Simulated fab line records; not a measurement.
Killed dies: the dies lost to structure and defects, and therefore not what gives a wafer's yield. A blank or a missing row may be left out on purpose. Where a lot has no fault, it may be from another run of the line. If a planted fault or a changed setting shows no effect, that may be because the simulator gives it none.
Split-lot experiment | flow berkeley-cmos170 | route with 331 steps; 5 lots, 23 wafers read

== THE SPLIT ==
At UCB170_NLDD_PEB_04, the setting peb-temp-c was moved away from the recipe's 130 C on 8 of the 23 wafers read, by +2.5% to +2.8%. The other wafers ran this setting at the recipe's value.

== BETWEEN THE SPLIT AND THE READING: the file shows 1 step in between ==
- UCB170_NLDD_DEVELOP_05: develop time 45 s

== THE READING ==
cd-nm, in nm, at UCB170_NLDD_CD_MEAS_06 (target cd 1200 nm). On this fab line, fault-free wafers typically give 1200.1 nm with a standard deviation of 2 nm.

wafer  | tool, chamber at the split | peb-temp-c as run, C | against the recipe | cd-nm, nm | against lot-mates on the recipe
L075.1 | litho-track-01, 0          | 133.6                | +2.8%              | 1224.3    | +22.2
L075.2 | litho-track-01, 0          | 133.6                | +2.8%              | 1224.9    | +22.8
L075.3 | litho-track-01, 0          | 133.6                | +2.8%              | 1225.2    | +23.1
L075.4 | litho-track-01, 0          | 130                  | recipe             | 1201.9    | -
L075.6 | litho-track-01, 0          | 130                  | recipe             | 1202.2    | -
L078.3 | litho-track-01, 0          | 130                  | recipe             | 1199.8    | -
L078.4 | litho-track-01, 0          | 130                  | recipe             | 1198.4    | -
L078.6 | litho-track-01, 0          | 130                  | recipe             | 1200.2    | -
L080.1 | litho-track-01, 0          | 133.7                | +2.8%              | 1219.3    | +22.3
L080.2 | litho-track-01, 0          | 133.7                | +2.8%              | 1220.1    | +23.1
L080.3 | litho-track-01, 0          | 130                  | recipe             | 1196.9    | -
L080.5 | litho-track-01, 0          | 130                  | recipe             | 1197.1    | -
L080.6 | litho-track-01, 0          | 133.7                | +2.8%              | 1218.3    | +21.3
L081.1 | litho-track-03, 0          | 130                  | recipe             | 1199.7    | -
L081.2 | litho-track-03, 0          | 130                  | recipe             | 1199.0    | -
L081.3 | litho-track-03, 0          | 130                  | recipe             | 1199.5    | -
L081.4 | litho-track-03, 0          | 130                  | recipe             | 1199.0    | -
L081.6 | litho-track-03, 0          | 130                  | recipe             | 1200.4    | -
L083.1 | litho-track-01, 0          | 133.2                | +2.5%              | 1219.5    | +17.5
L083.2 | litho-track-01, 0          | 130                  | recipe             | 1201.8    | -
L083.4 | litho-track-01, 0          | 130                  | recipe             | 1201.6    | -
L083.5 | litho-track-01, 0          | 133.2                | +2.5%              | 1220.9    | +18.9
L083.6 | litho-track-01, 0          | 130                  | recipe             | 1202.5    | -

THE FIT
A straight line over all 23 wafers: cd-nm changes by +7.89 nm for each +1% of peb-temp-c; r = +0.98; the points scatter about the line by 2.2 nm.
The same after taking each lot's own level away (the mean of its wafers on the recipe; 23 wafers): +7.89 nm for each +1%; r = +1.00; scatter 0.76 nm.
Per that fit: largest peb-temp-c move, reading shift of 22 nm.
The lots' own levels span 1197.00 to 1202.05 nm, that is 2.5 times the standard deviation above.
Hence the lot-to-lot level has little effect on the slope; both slopes agree.
Check: +22.5 nm against its lot-mates is what the line predicts for one of the wafers moved furthest among these (+2.8%) when that wafer is left out of the fit. It came out at +22.3 nm against them.

== THESE WAFERS: OTHER SPLITS ==
Note: prior to the reading, these wafers also went through further splits. Each is held against what the fit with the lots' levels taken away leaves over:
other split on the same wafers      | wafers away from the commonest value | r with cd-nm (lot level and that fit taken away)
UCB170_PWELL_OXIDATION_02 temp-c    | 15                                   | -0.26
UCB170_PWELL_COAT_08 spin-rpm       | 11                                   | +0.23
UCB170_ACTIVE_COAT_08 resist-thk-nm | 8                                    | -0.16
UCB170_SACOX_OXIDATION_01 temp-c    | 15                                   | +0.43
UCB170_PVT_COAT_01 resist-thk-nm    | 7                                    | -0.31
UCB170_PVT_STRIP_08 o2-flow-sccm    | 3                                    | -0.30
UCB170_GATE_ETCH_15 time-s          | 10                                   | -0.17
UCB170_PLDD_IMPLANT_09 energy-kev   | 7                                    | +0.06

== FILE'S OWN FIT ==
cd-nm changes by +7.84 nm for each +1% of peb-temp-c, r = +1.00.
